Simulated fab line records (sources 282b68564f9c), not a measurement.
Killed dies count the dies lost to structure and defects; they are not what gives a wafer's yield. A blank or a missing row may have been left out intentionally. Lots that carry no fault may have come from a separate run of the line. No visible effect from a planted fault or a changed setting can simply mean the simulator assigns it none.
Which of the tools did it? ; flow rit cmos ; 7 lots with 21 wafers sampled at 2 steps, on a route of 202 steps

## WHAT THE GAUGES READ, wafer by wafer
RIT_FOX1_THK_MEAS_01.
lot;measured;on;FOX1_OXIDE_THK (nm)
L567;day 1 22:00;film metro-02;349 349 347
L570;day 2 14:19;film metro-03;350 347 348
L572;day 3 00:21;film metro-02;351 352 354
L576;day 3 22:07;film metro-03;342 349 349
L578;day 4 06:44;film metro-03;337 342 339
L587;day 6 03:47;film metro-01;207 210 205
L589;day 6 13:31;film metro-03;344 353 349

## WHAT TOOL EACH LOT RAN ON (gives the tool, then ch and the chambers of the sampled wafers, and finally the start)
lot;RIT_FOX1_OXIDATION_00
L567;furnace-03 ch 0, day 1 20:41
L570;furnace-04 ch 0, day 2 13:00
L572;furnace-03 ch 0, day 2 23:02
L576;furnace-04 ch 0, day 3 20:47
L578;furnace-04 ch 0, day 4 05:25
L587;furnace-04 ch 0, day 6 02:29
L589;furnace-03 ch 0, day 6 12:12
- RIT_FOX1_OXIDATION_00: target thk 350.7 nm, ox time 1130 s.

## THE ANSWER, worked out from the rows above alone
Rule: the usual values come from the lots themselves. The widest of any qualifying gaps counts: lots, ordered by their means at a reading, are off when they make up no more than a third of the lots, leave a main group of 4 or more, and stand apart from it by 3 or more times the standard deviation of that group's means. A main group is skipped when, at the precision printed for the reading in the tables above, its means are all equal. A lot without any number at a reading at which 4 lots or more have one is off too. Any other lot the step has rows for is counted as sound.
Off: L587, seen at RIT_FOX1_THK_MEAS_01 (FOX1_OXIDE_THK). Main group: mean 347 nm, sd 3.9.
If a tool, at a process step before that reading, ran all the lots that are off and no sound lot after the first of them, it fits. The gauges at RIT_FOX1_THK_MEAS_01 are tried like those tools. 2 tools fit, furnace-04 at RIT_FOX1_OXIDATION_00 and film metro-01 at RIT_FOX1_THK_MEAS_01, so this cannot tell which one it is.

## WHAT WAS PUT IN BY THE SIMULATOR
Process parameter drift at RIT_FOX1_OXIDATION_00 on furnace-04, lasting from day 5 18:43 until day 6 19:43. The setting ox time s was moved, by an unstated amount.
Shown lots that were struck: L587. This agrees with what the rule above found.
